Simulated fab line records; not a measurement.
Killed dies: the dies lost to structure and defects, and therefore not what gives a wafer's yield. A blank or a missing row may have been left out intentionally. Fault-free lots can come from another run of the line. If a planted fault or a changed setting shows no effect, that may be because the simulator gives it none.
Comparing a struck lot with a sound one    flow berkeley-cmos170    16 out of 331 route steps
Sound: the wafers L948.4, L948.5, L948.6. Wafers L957.2, L957.3, L957.5 were the ones struck. Last of all comes the cause.
Each step with rows lists, per side, the tool, then ch with its chambers, then its first start. Under that, the readings that differ: sound wafers    struck wafers    difference of the means    sigmas: that difference in standard deviations of wafers without a fault.
alike: readings with means less than 2 such deviations apart, plus words and numbers identical on both sides. not compared: withheld readings, readings lacking a value on some wafer, bounds such as >300 that could conceal the same value, and numbers that have no deviation in the record and whose values overlap.
A row with sigmas, a row that says differs or no value, or rows on one side alone: a step with any of these is where the two part. Numbers that don't overlap but have no deviation are shown without sigmas and don't part them. A reading missing from all wafers of one side parts the sides only when that side holds two or more wafers.

UCB170_V2_CMP_02: polishes SiO2.
  sound on cmp-01 ch 1,2,3, day 9 10:25; struck on cmp-01 ch 0,1,2, day 11 13:37
  alike: motor-current-A, retaining-ring-pressure-frac, slurry-flow-ml-min
UCB170_V2_BOW_MEAS_03:
  sound on film-metro-02 at day 9 10:38; struck on film-metro-01 at day 11 13:50
  alike: V2_BOW
UCB170_V2_THK_MEAS_04:
  sound on film-metro-02 at day 9 10:43; struck on film-metro-01 at day 11 13:56
  alike: V2_POLISHED_THK
then, 7 steps without rows for these wafers: UCB170_V2_CLEAN_05 (cleans in DIW); UCB170_V2_HMDS_06 (prime time 60 s); UCB170_V2_COAT_07 (resist thk 900 nm); UCB170_V2_SOFTBAKE_08 (time 60 s); UCB170_V2_EXPOSE_09 (exposes mask VIA2, target cd 700 nm); UCB170_V2_PEB_10; UCB170_V2_DEVELOP_11 (develop time 45 s).
UCB170_V2_CD_MEAS_12 targets a cd of 700 nm.
  sound on cd-sem-01 at day 9 12:03; struck on cd-sem-01 at day 11 15:02
  alike: cd-nm
UCB170_V2_OVL_MEAS_13:
  sound on overlay-02 at day 9 12:08; struck on overlay-02 at day 11 15:08
  alike: V2_OVL
UCB170_V2_ETCH_14: etches SiO2 in CHF3/CF4/Ar, stops on Al, target depth 1250 nm, time 291 s.
  sound on rie-diel-02 ch 1,2,3, day 9 12:14; struck on rie-diel-02 ch 0,2,3, day 11 15:10
reading                              sound              struck                   difference  sigmas
oes-product-au (a.u.)                0.870 0.887 0.879  0.805 0.781 0.804        -0.082      -6
over-etch-frac                       0.25 0.25 0.25     0.48825 0.48825 0.48825  +0.23825    
model.KrF_of_V2_COAT_07.thk-nm (nm)  608.7 616.1 605.9  555.5 553.7 565.1        -52.1       
model.V2.feature-depth-nm (nm)       1001 998.8 999.9   1008 1007 1007           +7          
  alike: drypump-motor-current-A, mfc-ar-sccm, rf-fwd-power-W, throttle-valve-pct
  not compared: rf-hours-counter-h
UCB170_V2_STRIP_15: strips in O2.
  sound on plasma-asher-03 ch 0,1, day 9 12:22; struck on plasma-asher-01 ch 0,1, day 11 15:20
reading                       sound              struck             difference  sigmas
strip-time-to-endpoint-s (s)  15.28 15.45 15.21  14.00 13.96 14.23  -1.25       -9
  alike: drypump-motor-current-A, o2-flow-sccm, oes-product-au
  not compared: rf-hours-counter-h
UCB170_V2_CD_MEAS_90 targets a cd of 700 nm.
  sound on cd-sem-02 at day 9 12:29; struck on cd-sem-02 at day 11 15:28
  alike: cd-nm
UCB170_M3_PROBE_99:
  the record has rows for the struck wafers here (prober-02, day 11 18:31) and none for the sound ones

## WHERE THEY PART
First at UCB170_V2_ETCH_14; last, within this record, at UCB170_M3_PROBE_99.

WHY: whatever the simulator had introduced
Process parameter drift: rie-diel-02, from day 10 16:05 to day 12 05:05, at UCB170_V2_ETCH_14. From 0.25, the setting over-etch-frac moved by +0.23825. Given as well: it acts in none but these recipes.
